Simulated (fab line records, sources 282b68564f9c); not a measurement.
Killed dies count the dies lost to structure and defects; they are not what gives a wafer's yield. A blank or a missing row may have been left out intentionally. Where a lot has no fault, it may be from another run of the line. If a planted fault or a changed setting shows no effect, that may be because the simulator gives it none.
A struck lot beside a sound one    flow ritCmos    44 out of 202 route steps
Sound: these wafers, L298.1, L298.4, L298.6. Wafers L309.2, L309.3, L309.4 were the ones struck. Last of all comes the cause.
For every step that has rows: the tool of each side, followed by ch and its chambers, followed by its first start. Under that, the readings that differ: sound wafers    struck wafers    difference of the means    sigmas: that difference in standard deviations of wafers without a fault.
alike: readings whose means differ by less than 2 such deviations, and words and numbers that are the same on both sides. not compared: withheld readings, readings that some wafer has no value for, bounds like >300 that may hide the same value, and numbers for which the record gives no deviation and whose values overlap.
Wherever a step has rows on one side only, a row that says differs or no value, or a row with sigmas, the two part there. Numbers that don't overlap but have no deviation are shown without sigmas and don't part them. A reading missing from all wafers of one side parts the sides only when that side holds two or more wafers.

first, 1 step without rows for these wafers: RIT_ACTIVE_DEVELOP_10 (develop time 50 s).
RIT_ACTIVE_CD_MEAS_11 targets a cd of 1400 nm.
  sound: cdSem-01 at day 2 10:34; struck: cdSem-01 at day 4 17:35
  alike: cdNm
then, 1 step without rows for these wafers: RIT_ACTIVE_HARDBAKE_12 (time 60 s).
RIT_ACTIVE_ETCH_13: etches Si3N4 in SF6, stops on SiO2, time 210 s, target depth 210 nm.
  sound on rieDiel-04 ch 0,1, day 2 10:50; struck on rieDiel-03 ch 0,1,2, day 4 17:50
  alike: drypumpMotorCurrentA, oesProductAu, throttleValvePct
  not compared: rfHoursCounterH
RIT_ACTIVE_STRIP_14: strips in O2, time 180 s.
  sound on plasmaAsher-04 ch 1, day 2 10:58; struck on plasmaAsher-01 ch 0,1, day 4 17:58
  alike: drypumpMotorCurrentA
  not compared: rfHoursCounterH
RIT_ACTIVE_CD_MEAS_90 targets a cd of 1400 nm.
  sound: cdSem-02 at day 2 11:09; struck: cdSem-02 at day 4 18:10
  alike: cdNm
then, 4 steps without rows for these wafers: RIT_ACTIVE_CLEAN_15 (cleans in SC1, time 600 s); RIT_ACTIVE_CLEAN_16 (cleans in dHF, time 29.33 s); RIT_ACTIVE_CLEAN_17 (cleans in SC2, time 600 s); RIT_FOX1_OXIDATION_00 (target thk 350.7 nm, ox time 1130 s).
RIT_FOX1_THK_MEAS_01:
  sound: filmMetro-03 at day 2 12:57; struck: filmMetro-03 at day 4 21:23
  alike: FOX1_OXIDE_THK
then, 1 step without rows for these wafers: RIT_FOX1_WET_ETCH_02 (etches SiO2 in BOE, target depth 350 nm, time 390 s).
RIT_FOX2_OXIDATION_00: target thk 350.7 nm, ox time 1130 s.
  sound on furnace-02 ch 0, day 2 14:08; struck on furnace-02 ch 0, day 4 21:33
reading                                     sound                 struck                difference  sigmas
spikeTcCentreC (C)                          1102.2 1102.2 1100.2  1110.2 1108.8 1109.9  +8.1        +7
spikeTcLoadC (C)                            1124.0 1124.8 1123.6  1133.7 1134.6 1134.9  +10.3       +7
spikeTcSourceC (C)                          1127.6 1124.3 1124.5  1136.0 1135.2 1135.3  +10.0       +8
tubeCenterTempC (C)                         1100 1100.1 1100      1109.4 1109.4 1109.4  +9.4        +94
tube_center_temp_C_max                      1102.7 1102.8 1103.3  1112.2 1112.2 1112.6  +9.4        +21
model.SiO2_of_FOX2_OXIDATION_00.thkNm (nm)  348.4 348.2 346.3     359 360 354.5         +10         
RIT_FOX2_THK_MEAS_01:
  sound: filmMetro-02 at day 2 15:26; struck: filmMetro-03 at day 4 22:53
  alike: FOX2_OXIDE_THK
then, 2 steps without rows for these wafers: RIT_FOX2_CLEAN_02 (cleans in dHF, time 180 s); RIT_FOX2_WET_ETCH_03 (etches Si3N4 in H3PO4, target depth 195 nm, time 2700 s).
RIT_FOX2_THK_MEAS_90:
  sound: filmMetro-04 at day 2 16:19; struck: filmMetro-02 at day 4 23:49
  alike: FIELD_OXIDE_LEFT_1_THK
then, 6 steps without rows for these wafers: RIT_NWELL_HMDS_00 (prime time 60 s); RIT_NWELL_COAT_01 (resist thk 1300 nm); RIT_NWELL_SOFTBAKE_02 (time 60 s); RIT_NWELL_EXPOSE_03 (exposes mask M2, target cd 43900 nm); RIT_NWELL_PEB_04; RIT_NWELL_DEVELOP_05 (develop time 68 s).
RIT_NWELL_OVL_MEAS_06:
  sound: overlay-02 at day 2 17:18; struck: overlay-02 at day 5 00:58
  alike: NWELL_OVL
then, 2 steps without rows for these wafers: RIT_NWELL_HARDBAKE_07 (time 120 s); RIT_NWELL_IMPLANT_08.
RIT_NWELL_STRIP_09: strips in O2, time 180 s.
  sound on plasmaAsher-02 ch 0, day 2 17:44; struck on plasmaAsher-04 ch 0,1, day 5 01:24
  alike: drypumpMotorCurrentA
  not compared: rfHoursCounterH
RIT_NWELL_TW_MEAS_10:
  sound: filmMetro-02 at day 2 17:55; struck: filmMetro-04 at day 5 01:35
  alike: NWELL_TW
then, 6 steps without rows for these wafers: RIT_PWELL_HMDS_00 (prime time 60 s); RIT_PWELL_COAT_01 (resist thk 1300 nm); RIT_PWELL_SOFTBAKE_02 (time 60 s); RIT_PWELL_EXPOSE_03 (exposes mask M3, target cd 43700 nm); RIT_PWELL_PEB_04; RIT_PWELL_DEVELOP_05 (develop time 68 s).
RIT_PWELL_OVL_MEAS_06:
  sound: overlay-02 at day 2 19:05; struck: overlay-01 at day 5 02:39
reading         sound          struck       difference  sigmas
PWELL_OVL (nm)  0.8 -1.2 -1.6  2.0 3.3 2.8  +3.4        +2
then, 2 steps without rows for these wafers: RIT_PWELL_HARDBAKE_07 (time 120 s); RIT_PWELL_IMPLANT_08.
RIT_PWELL_STRIP_09: strips in O2, time 180 s.
  sound on plasmaAsher-02 ch 0,1, day 2 19:31; struck on plasmaAsher-02 ch 0,1, day 5 03:05
  alike: drypumpMotorCurrentA
  not compared: rfHoursCounterH
RIT_PWELL_TW_MEAS_10:
  sound: filmMetro-04 at day 2 19:41; struck: filmMetro-01 at day 5 03:16
  alike: PWELL_TW
then, 1 step without rows for these wafers: RIT_WELLDRIVE_ANNEAL_00 (time 14700 s).
RIT_WELLDRIVE_RS_MEAS_01: measures by four-point-probe.
  sound: filmMetro-04 at day 3 00:50; struck: filmMetro-01 at day 5 09:01
  alike: NWELL_RS
RIT_WELLDRIVE_RS_MEAS_02: measures by four-point-probe.
  sound: filmMetro-04 at day 3 00:57; struck: filmMetro-01 at day 5 09:08
reading            sound              struck             difference  sigmas
PWELL_RS (ohm/sq)  431.6 431.7 431.7  428.9 429.8 429.2  -2.4        -2
RIT_SILICIDE_WET_ETCH_00: etches SiO2 in BOE, target depth 14 nm, time 15 s.
  sound on wetBench-04 ch 1, day 3 22:58; struck on wetBench-03 ch 2, day 6 09:57
reading                                     sound            struck             difference  sigmas
model.SiO2_of_FOX2_OXIDATION_00.thkNm (nm)  148.3 149 148.2  157.4 159.6 154.4  +8.6        
  alike: bathHeatDutyPct
RIT_M1_PROBE_99:
  sound: prober-01 at day 4 07:03; struck: prober-02 at day 6 16:46
reading                     sound              struck             difference  sigmas
killedAtContacts            0 0 0              1 0 1              +1          +2
model.etest.fieldN.vtV (V)  34.23 34.14 33.84  35.59 35.76 35.05  +1.40       
  alike: killedAtFrontEnd, killedDies, killedOpen, killedShort

WHERE THEY PART
At RIT_FOX2_OXIDATION_00 first; at RIT_M1_PROBE_99 last (within this record only).

WHY: the cause the simulator had injected
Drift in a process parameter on furnace-02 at RIT_FOX2_OXIDATION_00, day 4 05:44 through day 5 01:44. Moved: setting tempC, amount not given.
